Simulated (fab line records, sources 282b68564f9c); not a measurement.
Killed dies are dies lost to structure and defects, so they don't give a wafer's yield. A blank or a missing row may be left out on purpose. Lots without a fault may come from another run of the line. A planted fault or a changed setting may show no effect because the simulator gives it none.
Tool commonality check | flow rit_cmos | 11 lots, 33 wafers sampled

WHY IT WAS OPENED
At RIT_NWELL_TW_MEAS_10 the reading NWELL_TW is flagged on 2 of 11 lots. Wafers without a fault read 2137, standard deviation 9.7.
Rule: a lot is flagged when every wafer of it that has a number lies more than 4 standard deviations from that mean, or none has a number. The other lots count as sound.

lot  | measured    | on            | NWELL_TW, wafer by wafer | flag
L227 | day 1 21:55 | film_metro-02 | 2145 2144 2140           |
L228 | day 2 03:03 | film_metro-01 | 2146 2144 2142           |
L229 | day 2 09:10 | film_metro-01 | 2143 2150 2145           |
L237 | day 4 01:20 | film_metro-03 | 2042 2029 2049           | FLAGGED
L238 | day 4 05:41 | film_metro-01 | 2051 2046 2068           | FLAGGED
L240 | day 4 15:26 | film_metro-02 | 2138 2162 2148           |
L242 | day 5 00:08 | film_metro-01 | 2126 2146 2139           |
L246 | day 6 00:26 | film_metro-01 | 2137 2132 2133           |
L247 | day 6 01:38 | film_metro-02 | 2153 2150 2142           |
L249 | day 6 12:14 | film_metro-02 | 2147 2153 2148           |
L250 | day 6 19:22 | film_metro-03 | 2133 2141 2131           |
The numbers of the flagged lots are 2048 on average: -90 against the usual, or -9 standard deviations.

WHICH TOOL RAN EACH LOT
The record holds 1 process step before the reading, out of a route of 202 steps. In each cell: the tool, then ch and the chambers that the sampled wafers went through, then the start.
lot  | flag    | RIT_NWELL_IMPLANT_08
L227 |         | implanter-01 ch 0, day 1 21:37
L228 |         | implanter-03 ch 0, day 2 02:44
L229 |         | implanter-03 ch 0, day 2 08:51
L237 | FLAGGED | implanter-03 ch 0, day 4 01:04
L238 | FLAGGED | implanter-03 ch 0, day 4 05:22
L240 |         | implanter-02 ch 0, day 4 15:07
L242 |         | implanter-02 ch 0, day 4 23:49
L246 |         | implanter-01 ch 0, day 6 00:08
L247 |         | implanter-02 ch 0, day 6 01:19
L249 |         | implanter-02 ch 0, day 6 11:55
L250 |         | implanter-02 ch 0, day 6 19:04
What these steps do:
- RIT_NWELL_IMPLANT_08
- RIT_NWELL_TW_MEAS_10

FLAGGED OVER TOTAL, TOOL BY TOOL (the gauges that took the reading come last)
step                 | tool          | lots run | flagged | share of the flagged lots | sound lots run after its first flagged lot
RIT_NWELL_IMPLANT_08 | implanter-01  | 2        | 0       | none                      | -
RIT_NWELL_IMPLANT_08 | implanter-02  | 5        | 0       | none                      | -
RIT_NWELL_IMPLANT_08 | implanter-03  | 4        | 2       | all                       | 0
RIT_NWELL_TW_MEAS_10 | film_metro-01 | 5        | 1       | some                      | 2 (L242,L246)
RIT_NWELL_TW_MEAS_10 | film_metro-02 | 4        | 0       | none                      | -
RIT_NWELL_TW_MEAS_10 | film_metro-03 | 2        | 1       | some                      | 1 (L250)

WHAT THE TABLE ALLOWS
1 row of the table ran every flagged lot: implanter-03 at RIT_NWELL_IMPLANT_08.
- implanter-03 at RIT_NWELL_IMPLANT_08: 2 of its 4 lots flagged. Its last sound lot is L229 (day 2 08:51), its first flagged lot L237 (day 4 01:04): a fault that began between those two fits. Its own readings lie more than 4 standard deviations out on every wafer of the flagged lots: beam_energy_keV.
One tool is left: implanter-03 at RIT_NWELL_IMPLANT_08.

WHAT THE SIMULATOR HAD PUT IN
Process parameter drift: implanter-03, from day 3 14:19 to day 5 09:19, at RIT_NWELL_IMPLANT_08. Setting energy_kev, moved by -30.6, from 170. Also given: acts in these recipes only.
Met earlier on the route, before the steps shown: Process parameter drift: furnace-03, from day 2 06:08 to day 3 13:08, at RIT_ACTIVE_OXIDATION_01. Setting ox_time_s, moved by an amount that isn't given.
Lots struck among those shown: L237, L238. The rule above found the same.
